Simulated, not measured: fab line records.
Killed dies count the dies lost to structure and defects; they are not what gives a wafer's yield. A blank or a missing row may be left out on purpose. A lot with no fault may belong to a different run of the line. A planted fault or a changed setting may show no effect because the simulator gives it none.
A lot that was struck, set against a sound lot | flow rit_cmos | 22 out of 202 route steps
Sound: these wafers, L472.3, L472.4, L472.5. The struck wafers were L483.1, L483.4, L483.6. The cause is named last.
Order at every step that has rows: each side's tool, ch and its chambers, its first start. Under that, the readings that differ: sound wafers | struck wafers | difference of the means | sigmas: that difference in standard deviations of wafers without a fault.
alike: words and numbers the same on both sides, and readings whose means are apart by under 2 such deviations; not compared: readings that were withheld, readings missing a value for some wafer, numbers with overlapping values and no deviation given by the record, and bounds like >300 which may hide the same value.
Wherever a step has rows on one side only, a row that says differs or no value, or a row with sigmas, the two part there. Numbers that have no deviation but don't overlap get no sigmas and don't part them. A reading that every wafer of one side lacks parts them only if that side has two wafers or more.

first, 2 steps without rows for these wafers: RIT_NSD_HARDBAKE_07 (time 60 s); RIT_NSD_IMPLANT_08.
RIT_NSD_STRIP_09: strips in O2, time 180 s.
  sound on plasma_asher-02 ch 0,1, day 3 09:40; struck on plasma_asher-04 ch 1, day 5 18:26
  alike: drypump_motor_current_A
  not compared: rf_hours_counter_h
RIT_NSD_TW_MEAS_10:
  struck on film_metro-02, day 5 18:36; sound on film_metro-04, day 3 09:49
  alike: NSD_TW
then, 6 steps without rows for these wafers: RIT_PSD_HMDS_00 (prime time 60 s); RIT_PSD_COAT_01 (resist thk 1000 nm); RIT_PSD_SOFTBAKE_02 (time 60 s); RIT_PSD_EXPOSE_03 (exposes mask M10, target cd 40900 nm); RIT_PSD_PEB_04; RIT_PSD_DEVELOP_05 (develop time 50 s).
RIT_PSD_OVL_MEAS_06:
  struck on overlay-01, day 5 19:31; sound on overlay-02, day 3 10:43
  alike: PSD_OVL
then, 1 step without rows for these wafers: RIT_PSD_HARDBAKE_07 (time 60 s).
RIT_PSD_IMPLANT_08:
  sound on implanter-03 ch 0, day 3 10:56; struck on implanter-04 ch 0, day 5 19:42
  alike: end_station_pressure_torr
RIT_PSD_STRIP_09: strips in O2, time 180 s.
  sound on plasma_asher-01 ch 0,1, day 3 11:05; struck on plasma_asher-01 ch 0,1, day 5 19:51
  alike: drypump_motor_current_A
  not compared: rf_hours_counter_h
RIT_PSD_TW_MEAS_10:
  struck on film_metro-03, day 5 20:01; sound on film_metro-02, day 3 11:14
  reading | sound          | struck         | difference | sigmas
  PSD_TW  | 3470 3452 3464 | 3376 3395 3374 | -80        | -4
then, 3 steps without rows for these wafers: RIT_SDANNEAL_CLEAN_00 (cleans in SC1, time 600 s); RIT_SDANNEAL_CLEAN_01 (cleans in dHF, time 30 s); RIT_SDANNEAL_CLEAN_02 (cleans in SC2, time 600 s).
RIT_SDANNEAL_RTA_03: time 5 s.
  sound on rtp_anneal-01 ch 0, day 3 11:39; struck on rtp_anneal-02 ch 0, day 5 20:27
  alike: wafer_temp_C_max
RIT_SDANNEAL_RS_MEAS_04: uses a four-point probe to measure.
  struck on film_metro-02, day 5 20:31; sound on film_metro-04, day 3 11:44
  reading         | sound             | struck            | difference | sigmas
  PSD_RS (ohm/sq) | 116.2 116.4 116.5 | 119.5 119.4 118.8 | +2.9       | +9
RIT_SDANNEAL_RS_MEAS_05: uses a four-point probe to measure.
  struck on film_metro-02, day 5 20:38; sound on film_metro-04, day 3 11:51
  alike: NSD_RS
RIT_M1_PROBE_99:
  struck on prober-01, day 6 04:02; sound on prober-02, day 3 19:20
  reading                              | sound                | struck               | difference | sigmas
  model.etest.contact_pplus.end_ohm_um | 44.08 44.86 44.81    | 50.18 50.26 49.8     | +5.50      |
  model.etest.vpnp.gain                | 1.028 1.01 1.021     | 0.991 0.9942 0.9675  | -0.035     |
  model.etest.cap_p_gate.vfb_v (V)     | 0.9684 0.9654 0.9666 | 0.9557 0.9568 0.9628 | -0.0084    |
  alike: killed_at_front_end, killed_dies, killed_open, killed_short

## WHERE THEY PART
At RIT_PSD_TW_MEAS_10 first; at RIT_SDANNEAL_RS_MEAS_04 last (within this record only). Later steps at which nothing parts them and some readings are alike: RIT_SDANNEAL_RS_MEAS_05, RIT_M1_PROBE_99.

WHY: whatever the simulator had introduced
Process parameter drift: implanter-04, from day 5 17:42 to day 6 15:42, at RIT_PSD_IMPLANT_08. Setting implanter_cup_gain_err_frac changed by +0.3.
